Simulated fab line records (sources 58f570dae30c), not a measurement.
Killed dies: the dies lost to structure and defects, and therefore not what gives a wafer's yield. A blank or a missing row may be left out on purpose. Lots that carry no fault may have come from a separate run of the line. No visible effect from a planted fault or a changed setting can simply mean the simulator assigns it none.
A struck lot beside a sound one	flow berkeley_cmos170	14 out of 331 route steps
Sound: the wafers L975.2, L975.3, L975.5. Wafers L982.3, L982.4, L982.6 were the ones struck. The cause is named last.
At each step with rows: each side's tool, then ch and its chambers, then its first start. Under that, the readings that differ: sound wafers	struck wafers	difference of the means	sigmas: that difference in standard deviations of wafers without a fault.
alike: readings whose means differ by less than 2 such deviations, and words and numbers that are the same on both sides. not compared: withheld readings, readings that some wafer has no value for, bounds like >300 that may hide the same value, and numbers for which the record gives no deviation and whose values overlap.
The two part at a step that has a row with sigmas, a row that says differs or no value, or rows on one side only. Numbers that don't overlap but have no deviation are shown without sigmas and don't part them. A reading that every wafer of one side lacks parts them only if that side has two wafers or more.

UCB170_M1_STRIP_13: strips in O2.
  sound on plasma_asher-01 ch 0,1, day 10 03:55; struck on plasma_asher-02 ch 0,1, day 11 14:49
  alike: drypump_motor_current_A, o2_flow_sccm, oes_product_au
  not compared: rf_hours_counter_h
UCB170_M1_CD_MEAS_90: the cd target is 700 nm.
  sound: cd_sem-02 at day 10 04:02; struck: cd_sem-01 at day 11 14:56
  alike: cd_nm
then, 1 step without rows for these wafers: UCB170_M1_ANNEAL_14 (time 1200 s).
UCB170_V1_CVD_00: deposits SiO2 from TEOS/O2, target thk 2000 nm, time 250 s.
  sound on pecvd-02 ch 0, day 10 06:33; struck on pecvd-02 ch 0,1,2, day 11 16:20
  alike: heater_power_w
UCB170_V1_THK_MEAS_01:
  sound: film_metro-04 at day 10 06:48; struck: film_metro-04 at day 11 16:31
  alike: V1_TEOS_THK
UCB170_V1_CMP_02: polishes SiO2.
  sound on cmp-01 ch 0,1,2, day 10 06:51; struck on cmp-01 ch 0,1,2, day 11 16:37
  alike: motor_current_A, platen_rpm, slurry_flow_ml_min
UCB170_V1_BOW_MEAS_03:
  sound: film_metro-03 at day 10 07:10; struck: film_metro-01 at day 11 16:54
  alike: V1_BOW
UCB170_V1_THK_MEAS_04:
  sound: film_metro-03 at day 10 07:17; struck: film_metro-01 at day 11 17:00
  alike: V1_POLISHED_THK
then, 4 steps without rows for these wafers: UCB170_V1_CLEAN_05 (cleans in DIW); UCB170_V1_HMDS_06 (prime time 60 s); UCB170_V1_COAT_07 (resist thk 900 nm); UCB170_V1_SOFTBAKE_08 (time 60 s).
UCB170_V1_EXPOSE_09: exposes mask VIA1, target cd 700 nm.
  sound on krf_scanner-01 ch 0, day 10 08:23; struck on krf_scanner-01, day 11 17:42
  no value came back on the struck wafers for exposure_dose_mJ_cm2, focus_offset_nm (nm), sigma_outer, stage_vel_mm_s (mm/s); on the sound wafers exposure_dose_mJ_cm2 reads 37.04 37.08 37.05
  alike: mask
following that, these wafers have no rows for 1 step: UCB170_V1_PEB_10.

== WHERE THEY PART ==
At UCB170_V1_EXPOSE_09 and nowhere else, as far as this record goes.

WHY: whatever the simulator had introduced
At UCB170_V1_EXPOSE_09, the step was skipped entirely on krf_scanner-01 from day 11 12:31 on. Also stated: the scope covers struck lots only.
